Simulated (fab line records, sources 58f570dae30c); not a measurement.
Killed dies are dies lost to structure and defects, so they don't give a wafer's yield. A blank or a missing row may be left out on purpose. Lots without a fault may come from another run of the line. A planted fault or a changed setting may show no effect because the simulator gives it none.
Which tool did it? | flow berkeley_cmos170 | 13 lots, 39 wafers sampled, at 4 steps of a route of 331

WHAT THE GAUGES READ, wafer by wafer
UCB170_NWELL_OVL_MEAS_12. Usual: NWELL_OVL -1 nm, standard deviation 4.5.
lot  | measured    | on         | NWELL_OVL (nm) | flag
L884 | day 2 05:17 | overlay-01 | -7 4 5         |
L887 | day 3 01:15 | overlay-02 | -1 0 1         |
L888 | day 3 01:32 | overlay-01 | 2 3 10         |
L889 | day 3 09:05 | overlay-01 | -1 -3 -3       |
L891 | day 3 16:38 | overlay-01 | -2 6 8         |
L892 | day 3 22:47 | overlay-02 | -2 -3 -2       |
L893 | day 4 04:32 | overlay-02 | 4 8 1          |
L894 | day 4 13:29 | overlay-02 | 2 -1 -2        |
L901 | day 5 18:43 | overlay-01 | -8 -10 -12     |
L903 | day 6 04:31 | overlay-01 | 0 -5 -4        |
L902 | day 6 04:47 | overlay-01 | -3 -3 -1       |
L905 | day 6 16:14 | overlay-02 | 1 -3 2         |
L907 | day 7 03:50 | overlay-01 | -3 -1 -12      |

UCB170_PWELL_THK_MEAS_03. Usual: PWELL_OXIDE_THK 26.2 nm, standard deviation 0.42.
lot  | measured    | on            | PWELL_OXIDE_THK (nm) | flag
L884 | day 2 17:05 | film_metro-01 | 26.5 26.2 26.3       |
L887 | day 3 09:39 | film_metro-04 | 25.9 26.1 26.3       |
L888 | day 3 09:36 | film_metro-04 | 25.8 25.6 26.1       |
L889 | day 3 20:25 | film_metro-01 | 26.9 26.7 26.5       |
L891 | day 4 02:00 | film_metro-04 | 26.4 26.7 27.0       |
L892 | day 4 07:40 | film_metro-01 | 25.6 25.9 25.8       |
L893 | day 4 14:20 | film_metro-04 | 25.7 25.9 25.6       |
L894 | day 4 22:35 | film_metro-02 | 25.8 26.2 26.2       |
L901 | day 6 05:32 | film_metro-01 | 26.4 26.4 26.8       |
L903 | day 6 18:05 | film_metro-01 | 25.8 26.2 26.2       |
L902 | day 6 18:09 | film_metro-04 | 26.1 26.1 25.9       |
L905 | day 7 04:13 | film_metro-02 | 26.2 26.6 26.6       |
L907 | day 7 12:44 | film_metro-04 | 25.3 25.3 25.9       |

UCB170_ACTIVE_THK_MEAS_03. Usual: ACTIVE_OXIDE_THK 26.1 nm, standard deviation 0.55.
lot  | measured    | on            | ACTIVE_OXIDE_THK (nm) | flag
L884 | day 4 00:58 | film_metro-02 | 26.1 26.1 26.1        |
L887 | day 4 12:42 | film_metro-02 | 26.1 26.5 26.3        |
L888 | day 4 12:43 | film_metro-03 | 27.0 27.1 27.2        |
L889 | day 4 20:26 | film_metro-03 | 25.8 25.8 25.5        |
L891 | day 5 07:32 | film_metro-03 | 26.6 26.5 26.1        |
L892 | day 5 15:47 | film_metro-02 | 26.3 25.8 26.4        |
L893 | day 5 23:45 | film_metro-03 | 26.4 26.2 26.1        |
L894 | day 6 06:53 | film_metro-03 | 26.6 25.6 26.3        |
L901 | day 7 13:50 | film_metro-04 | 25.9 25.7 25.7        |
L903 | day 8 04:49 | film_metro-02 | 26.5 26.7 26.9        |
L902 | day 8 04:46 | film_metro-03 | 27.1 26.8 26.5        |
L905 | day 8 04:46 | film_metro-02 | 26.8 26.5 26.9        |
L907 | day 8 15:37 | film_metro-03 | 25.9 26.1 26.0        |

WHICH TOOL RAN EACH LOT (tool, then ch and the chambers of the sampled wafers, then the start)
lot  | UCB170_NWELL_EXPOSE_09
L884 | krf_scanner-02 ch 0, day 2 04:42
L887 | krf_scanner-02 ch 0, day 3 00:52
L888 | krf_scanner-01 ch 0, day 3 01:08
L889 | krf_scanner-02 ch 0, day 3 08:11
L891 | krf_scanner-02 ch 0, day 3 15:57
L892 | krf_scanner-02 ch 0, day 3 21:37
L893 | krf_scanner-02 ch 0, day 4 04:10
L894 | krf_scanner-02 ch 0, day 4 13:06
L901 | krf_scanner-01 ch 0, day 5 18:19
L903 | krf_scanner-02 ch 0, day 6 04:06
L902 | krf_scanner-02 ch 0, day 6 04:15
L905 | krf_scanner-01 ch 0, day 6 15:41
L907 | krf_scanner-02 ch 0, day 7 03:07
- UCB170_NWELL_EXPOSE_09: exposes mask NWELL, target cd 3000 nm.

WHAT THE TOOLS THEMSELVES READ (means of the sampled wafers that have a number; where no wafer has one, the mark that the record gives instead)
The record holds no such reading with a usual standard deviation.

THE ANSWER, worked out from the rows above alone
Rule: a lot is off if the mean of its wafers that have a number lies more than 3 standard deviations from the usual mean. A lot without any number at a reading at which 4 lots or more have one is off too. The other lots that the step has rows for count as sound. The gauges are gone through in route order, then the tools' own readings, and for those a lot's mean is taken as printed above. The first step at which some lot is off is used, and at that step the reading that is off furthest; a lot without a number counts as furthest.
No lot is off at any reading shown: from this, nothing can be told.

WHAT THE SIMULATOR HAD PUT IN
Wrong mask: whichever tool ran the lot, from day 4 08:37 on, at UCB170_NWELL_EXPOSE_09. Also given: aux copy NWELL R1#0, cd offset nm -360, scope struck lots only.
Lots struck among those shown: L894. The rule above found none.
